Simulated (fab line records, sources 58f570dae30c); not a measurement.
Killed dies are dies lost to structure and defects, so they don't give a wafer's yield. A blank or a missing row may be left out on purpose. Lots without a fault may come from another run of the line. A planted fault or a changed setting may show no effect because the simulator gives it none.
Tool commonality check | flow berkeley_cmos170 | 15 lots, 45 wafers sampled

WHY IT WAS OPENED
At UCB170_ACTIVE_THK_MEAS_06 the reading ACTIVE_NITRIDE_THK is flagged on 3 of 15 lots. Wafers without a fault read 221.5 nm, standard deviation 1.5.
Rule: a lot is flagged when every wafer of it that has a number lies more than 4 standard deviations from that mean, or none has a number. The other lots count as sound.

lot  | measured     | on            | ACTIVE_NITRIDE_THK (nm), wafer by wafer | flag
L696 | day 4 04:19  | film_metro-02 | 223.5 221.5 222.6                       |
L697 | day 4 18:53  | film_metro-02 | 219.6 218.8 220.1                       |
L700 | day 5 11:43  | film_metro-01 | 222.6 223.2 221.2                       |
L698 | day 5 11:43  | film_metro-04 | 223.0 221.8 222.3                       |
L699 | day 5 11:47  | film_metro-04 | 222.7 221.5 221.4                       |
L701 | day 5 23:08  | film_metro-01 | 177.1 177.8 176.9                       | FLAGGED
L702 | day 5 23:08  | film_metro-02 | 177.2 178.3 177.9                       | FLAGGED
L703 | day 5 23:08  | film_metro-04 | 179.8 181.5 180.7                       | FLAGGED
L704 | day 6 17:06  | film_metro-01 | 221.6 223.9 223.0                       |
L708 | day 7 14:04  | film_metro-01 | 223.0 222.0 223.4                       |
L712 | day 8 10:15  | film_metro-04 | 223.5 223.4 222.3                       |
L710 | day 8 10:19  | film_metro-01 | 221.2 221.4 220.7                       |
L718 | day 9 10:34  | film_metro-01 | 223.0 222.0 221.8                       |
L717 | day 9 10:38  | film_metro-01 | 219.6 221.2 220.1                       |
L719 | day 10 02:04 | film_metro-01 | 221.3 220.2 222.0                       |
The numbers of the flagged lots are 178.6 nm on average: -42.9 nm against the usual, or -29 standard deviations.

WHICH TOOL RAN EACH LOT
The record holds 1 process step before the reading, out of a route of 331 steps. In each cell: the tool, then ch and the chambers that the sampled wafers went through, then the start.
lot  | flag    | UCB170_ACTIVE_CVD_05
L696 |         | lpcvd-02 ch 1, day 4 02:25
L697 |         | lpcvd-01 ch 0, day 4 16:55
L700 |         | lpcvd-02 ch 0, day 5 09:47
L698 |         | lpcvd-02 ch 0, day 5 09:47
L699 |         | lpcvd-02 ch 0, day 5 09:47
L701 | FLAGGED | lpcvd-02 ch 1, day 5 21:13
L702 | FLAGGED | lpcvd-02 ch 0, day 5 21:13
L703 | FLAGGED | lpcvd-02 ch 1, day 5 21:13
L704 |         | lpcvd-01 ch 1, day 6 15:10
L708 |         | lpcvd-01 ch 1, day 7 12:08
L712 |         | lpcvd-01 ch 0, day 8 07:23
L710 |         | lpcvd-01 ch 1, day 8 07:23
L718 |         | lpcvd-02 ch 1, day 9 08:38
L717 |         | lpcvd-02 ch 1, day 9 08:38
L719 |         | lpcvd-01 ch 0, day 10 00:08
What these steps do:
- UCB170_ACTIVE_CVD_05: deposits Si3N4 from SiH2Cl2/NH3, target thk 220 nm, time 3300 s.
- UCB170_ACTIVE_THK_MEAS_06

FLAGGED OVER TOTAL, TOOL BY TOOL (the gauges that took the reading come last)
step                      | tool          | lots run | flagged | share of the flagged lots | sound lots run after its first flagged lot
UCB170_ACTIVE_CVD_05      | lpcvd-01      | 6        | 0       | none                      | -
UCB170_ACTIVE_CVD_05      | lpcvd-02      | 9        | 3       | all                       | 2 (L717,L718)
UCB170_ACTIVE_THK_MEAS_06 | film_metro-01 | 8        | 1       | some                      | 6 (L704,L708,L710,L718,L717,L719)
UCB170_ACTIVE_THK_MEAS_06 | film_metro-02 | 3        | 1       | some                      | 0
UCB170_ACTIVE_THK_MEAS_06 | film_metro-04 | 4        | 1       | some                      | 1 (L712)

WHAT THE TABLE ALLOWS
1 row of the table ran every flagged lot: lpcvd-02 at UCB170_ACTIVE_CVD_05.
- lpcvd-02 at UCB170_ACTIVE_CVD_05: 3 of its 9 lots flagged. Sound lots ran on it after the first flagged one (L717, L718), which a lasting fault on the whole tool wouldn't allow.
No row of the table ran every flagged lot and no sound lot after the first.

WHAT THE SIMULATOR HAD PUT IN
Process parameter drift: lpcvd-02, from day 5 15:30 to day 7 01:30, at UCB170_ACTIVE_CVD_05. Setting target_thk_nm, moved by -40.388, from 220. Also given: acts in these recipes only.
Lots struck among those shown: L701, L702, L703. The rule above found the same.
